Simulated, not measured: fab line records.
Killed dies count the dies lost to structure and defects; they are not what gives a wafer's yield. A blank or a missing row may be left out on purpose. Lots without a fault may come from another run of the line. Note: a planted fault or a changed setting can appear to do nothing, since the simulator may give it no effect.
Lot-split experiment :: flow rit_cmos :: 23 wafers read across 5 lots, on a route 202 steps long

## ABOUT THE SPLIT
At RIT_ACTIVE_COAT_06 (resist thk 1000 nm), the setting resist_thk_nm was moved away from the recipe's 1000 nm on 7 of the 23 wafers read, by -5.4% to +2.5%. For the rest of the wafers, this setting stayed at what the recipe calls for.

## FROM THE SPLIT TO THE READING: what the file shows between them, 4 steps
- RIT_ACTIVE_SOFTBAKE_07: time 60 s
- RIT_ACTIVE_EXPOSE_08: exposes mask M1, target cd 1400 nm
- RIT_ACTIVE_DEVELOP_10: develop time 48.2 s
- RIT_ACTIVE_HARDBAKE_12: time 60 s

## THE READING
NOVOLAK_of_ACTIVE_COAT_06.thk_nm (the simulator's own value, which no gauge read), in nm, at RIT_ACTIVE_ETCH_13 (etches Si3N4 in SF6, stops on SiO2, time 210 s, target depth 210 nm). The file gives no usual value for it. Here, 16 wafers ran the recipe; their average is 657.6 nm with a standard deviation of 6.4 nm.

wafer: L078.1
tool, chamber at the split: litho_track-02, 0
resist_thk_nm as run, nm: 1000
against the recipe: recipe
NOVOLAK_of_ACTIVE_COAT_06.thk_nm, nm: 665.5
against lot-mates on the recipe: -

wafer: L078.2
tool, chamber at the split: litho_track-02, 0
resist_thk_nm as run, nm: 1025
against the recipe: +2.5%
NOVOLAK_of_ACTIVE_COAT_06.thk_nm, nm: 676.7
against lot-mates on the recipe: +16.2

wafer: L078.3
tool, chamber at the split: litho_track-02, 0
resist_thk_nm as run, nm: 1025
against the recipe: +2.5%
NOVOLAK_of_ACTIVE_COAT_06.thk_nm, nm: 677
against lot-mates on the recipe: +16.5

wafer: L078.5
tool, chamber at the split: litho_track-02, 0
resist_thk_nm as run, nm: 1000
against the recipe: recipe
NOVOLAK_of_ACTIVE_COAT_06.thk_nm, nm: 655.4
against lot-mates on the recipe: -

wafer: L078.6
tool, chamber at the split: litho_track-02, 0
resist_thk_nm as run, nm: 1025
against the recipe: +2.5%
NOVOLAK_of_ACTIVE_COAT_06.thk_nm, nm: 691.6
against lot-mates on the recipe: +31.1

wafer: L079.1
tool, chamber at the split: litho_track-01, 0
resist_thk_nm as run, nm: 968.3
against the recipe: -3.2%
NOVOLAK_of_ACTIVE_COAT_06.thk_nm, nm: 623.8
against lot-mates on the recipe: -36.0

wafer: L079.3
tool, chamber at the split: litho_track-01, 0
resist_thk_nm as run, nm: 1000
against the recipe: recipe
NOVOLAK_of_ACTIVE_COAT_06.thk_nm, nm: 660.2
against lot-mates on the recipe: -

wafer: L079.4
tool, chamber at the split: litho_track-01, 0
resist_thk_nm as run, nm: 1000
against the recipe: recipe
NOVOLAK_of_ACTIVE_COAT_06.thk_nm, nm: 660.2
against lot-mates on the recipe: -

wafer: L079.5
tool, chamber at the split: litho_track-01, 0
resist_thk_nm as run, nm: 968.3
against the recipe: -3.2%
NOVOLAK_of_ACTIVE_COAT_06.thk_nm, nm: 624.8
against lot-mates on the recipe: -35.0

wafer: L079.6
tool, chamber at the split: litho_track-01, 0
resist_thk_nm as run, nm: 1000
against the recipe: recipe
NOVOLAK_of_ACTIVE_COAT_06.thk_nm, nm: 658.9
against lot-mates on the recipe: -

wafer: L080.2
tool, chamber at the split: litho_track-02, 0
resist_thk_nm as run, nm: 1000
against the recipe: recipe
NOVOLAK_of_ACTIVE_COAT_06.thk_nm, nm: 651.2
against lot-mates on the recipe: -

wafer: L080.3
tool, chamber at the split: litho_track-02, 0
resist_thk_nm as run, nm: 1000
against the recipe: recipe
NOVOLAK_of_ACTIVE_COAT_06.thk_nm, nm: 649.6
against lot-mates on the recipe: -

wafer: L080.4
tool, chamber at the split: litho_track-02, 0
resist_thk_nm as run, nm: 946.4
against the recipe: -5.4%
NOVOLAK_of_ACTIVE_COAT_06.thk_nm, nm: 603.1
against lot-mates on the recipe: -48.1

wafer: L080.5
tool, chamber at the split: litho_track-02, 0
resist_thk_nm as run, nm: 1000
against the recipe: recipe
NOVOLAK_of_ACTIVE_COAT_06.thk_nm, nm: 652.8
against lot-mates on the recipe: -

wafer: L080.6
tool, chamber at the split: litho_track-02, 0
resist_thk_nm as run, nm: 946.4
against the recipe: -5.4%
NOVOLAK_of_ACTIVE_COAT_06.thk_nm, nm: 601.1
against lot-mates on the recipe: -50.1

wafer: L083.1
tool, chamber at the split: litho_track-01, 0
resist_thk_nm as run, nm: 1000
against the recipe: recipe
NOVOLAK_of_ACTIVE_COAT_06.thk_nm, nm: 666.9
against lot-mates on the recipe: -

wafer: L083.3
tool, chamber at the split: litho_track-01, 0
resist_thk_nm as run, nm: 1000
against the recipe: recipe
NOVOLAK_of_ACTIVE_COAT_06.thk_nm, nm: 656.2
against lot-mates on the recipe: -

wafer: L083.4
tool, chamber at the split: litho_track-01, 0
resist_thk_nm as run, nm: 1000
against the recipe: recipe
NOVOLAK_of_ACTIVE_COAT_06.thk_nm, nm: 671.8
against lot-mates on the recipe: -

wafer: L083.5
tool, chamber at the split: litho_track-01, 0
resist_thk_nm as run, nm: 1000
against the recipe: recipe
NOVOLAK_of_ACTIVE_COAT_06.thk_nm, nm: 660.3
against lot-mates on the recipe: -

wafer: L083.6
tool, chamber at the split: litho_track-01, 0
resist_thk_nm as run, nm: 1000
against the recipe: recipe
NOVOLAK_of_ACTIVE_COAT_06.thk_nm, nm: 657.7
against lot-mates on the recipe: -

wafer: L085.1
tool, chamber at the split: litho_track-01, 0
resist_thk_nm as run, nm: 1000
against the recipe: recipe
NOVOLAK_of_ACTIVE_COAT_06.thk_nm, nm: 647.1
against lot-mates on the recipe: -

wafer: L085.3
tool, chamber at the split: litho_track-01, 0
resist_thk_nm as run, nm: 1000
against the recipe: recipe
NOVOLAK_of_ACTIVE_COAT_06.thk_nm, nm: 652.1
against lot-mates on the recipe: -

wafer: L085.5
tool, chamber at the split: litho_track-01, 0
resist_thk_nm as run, nm: 1000
against the recipe: recipe
NOVOLAK_of_ACTIVE_COAT_06.thk_nm, nm: 655.1
against lot-mates on the recipe: -

THE FIT
A straight line over all 23 wafers: NOVOLAK_of_ACTIVE_COAT_06.thk_nm changes by +10.2 nm for each +1% of resist_thk_nm; r = +0.96; the points scatter about the line by 6.2 nm.
The same after taking each lot's own level away (the mean of its wafers on the recipe; 23 wafers): +9.39 nm for each +1%; r = +0.97; scatter 4.8 nm.
Per that fit: largest resist_thk_nm move, reading shift of 50 nm.
Measured against the standard deviation above, the lots' own levels, which go from 651.20 to 662.58 nm, span 1.8 times it.
So the lot-to-lot level changes the slope little: the two slopes agree.
Check: with one of the wafers moved furthest among these (-5.4%) left out of the fit, the line predicts -52.3 nm for it against its lot-mates. Against them it came out at -48.1 nm.

## THE WHOLE CHAIN: every reading that the file lists as answering this split, in the file's order
step: RIT_ACTIVE_COAT_06
what it does: resist thk 1000 nm
reading: NOVOLAK_of_ACTIVE_COAT_06.thk_nm (the simulator's own value, which no gauge read)
change (the file's fit): +10.2 nm for each +1% of the setting
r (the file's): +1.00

step: RIT_ACTIVE_HARDBAKE_12
what it does: time 60 s
reading: NOVOLAK_of_ACTIVE_COAT_06.thk_nm (the simulator's own value, which no gauge read)
change (the file's fit): +8.9 nm for each +1% of the setting
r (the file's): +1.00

step: RIT_ACTIVE_ETCH_13
what it does: etches Si3N4 in SF6, stops on SiO2, time 210 s, target depth 210 nm
reading: NOVOLAK_of_ACTIVE_COAT_06.thk_nm (the simulator's own value, which no gauge read)
change (the file's fit): +9.53 nm for each +1% of the setting
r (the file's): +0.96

## FILE'S OWN FIT
NOVOLAK_of_ACTIVE_COAT_06.thk_nm changes by +9.53 nm for each +1% of resist_thk_nm, r = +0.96.
